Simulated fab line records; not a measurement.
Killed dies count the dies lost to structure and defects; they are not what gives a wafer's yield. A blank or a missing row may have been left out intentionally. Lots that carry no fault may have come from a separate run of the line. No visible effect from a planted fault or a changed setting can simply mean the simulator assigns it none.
Problem report, 8D (eight disciplines) form, completed by code ; flow berkeley_cmos170 ; the parts of the form that need people (team, actions taken, sign-off) are left out

== 1. THE PROBLEM ==
tilt_deg at UCB170_PFIELD_IMPLANT_07 reads a mean of 6.316 degrees on 6 wafers of 2 lots; wafers without a fault read 6.995 degrees with a standard deviation of 0.019. Relative to the usual mean, that is a shift of -36 standard deviations.
Earliest sighting: wafer L734.1 on implanter-04 at day 9 00:31. The record has a number at this step for 42 wafers belonging to 14 lots. By rule, "out" or "out of limits" means more than 4 standard deviations away from the usual mean. The rest of the wafers with a number are treated as sound.

== 2. WHAT IT IS, AND WHAT IT ISN'T ==
question;is;is not
which readings at this step;tilt_deg;faraday_current_uA
which lots;L734, L735;L713, L716, L717, L718, L719, L720, L721, L722, L724, L729, L730, L736
which wafers of those lots;all that have a number;-
read on which tools;implanter-04;implanter-01, implanter-02
when;from day 9 00:31;"up to then (33 sound wafers); but 3 sound wafers of L736 came after"

== 3. SUSPECTS, AND WHAT RULES EACH OUT ==
Counting: any tool at a process step up to the reading is kept as a suspect provided that every lot that is out went through it and no sound lot did after the first of them.
- implanter-04 at UCB170_PFIELD_IMPLANT_07: kept. It processed each lot that is out, first L734 at day 9 00:31, and no sound lot thereafter; up to then, the last sound lot it processed was L729 at day 8 05:10. Out on those wafers are its own readings of tilt_deg.
Left after counting: implanter-04 at UCB170_PFIELD_IMPLANT_07.

== 4. THE CAUSE (what the simulator had put in) ==
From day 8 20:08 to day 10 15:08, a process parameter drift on implanter-04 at UCB170_PFIELD_IMPLANT_07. A move of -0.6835 in setting tilt_deg, from 7. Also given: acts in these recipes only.
Only this tool survived the counting.

== 5. THE CHAIN OF EFFECTS, in route order ==
Each row: a reading whose mean over the struck wafers that have a number lies more than 3 standard deviations from the usual. Readings are gone through only where the record gives a usual standard deviation; hours: the median, over the lots, of the time from a lot's start at the first step in this table giving one to that lot's start at this step; sigmas: the change measured in usual standard deviations.
hours;step;reading;usual;on struck wafers;change;sigmas
0;UCB170_PFIELD_IMPLANT_07;tilt_deg;6.995 degrees;6.316;-0.679;-36
Its process steps:
- UCB170_PFIELD_IMPLANT_07

== 6. HOW IT WOULD HAVE BEEN CAUGHT EARLIER ==
The fault began at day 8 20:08; the first out-of-limits reading in this record came at day 9 00:31, 4 hours later.
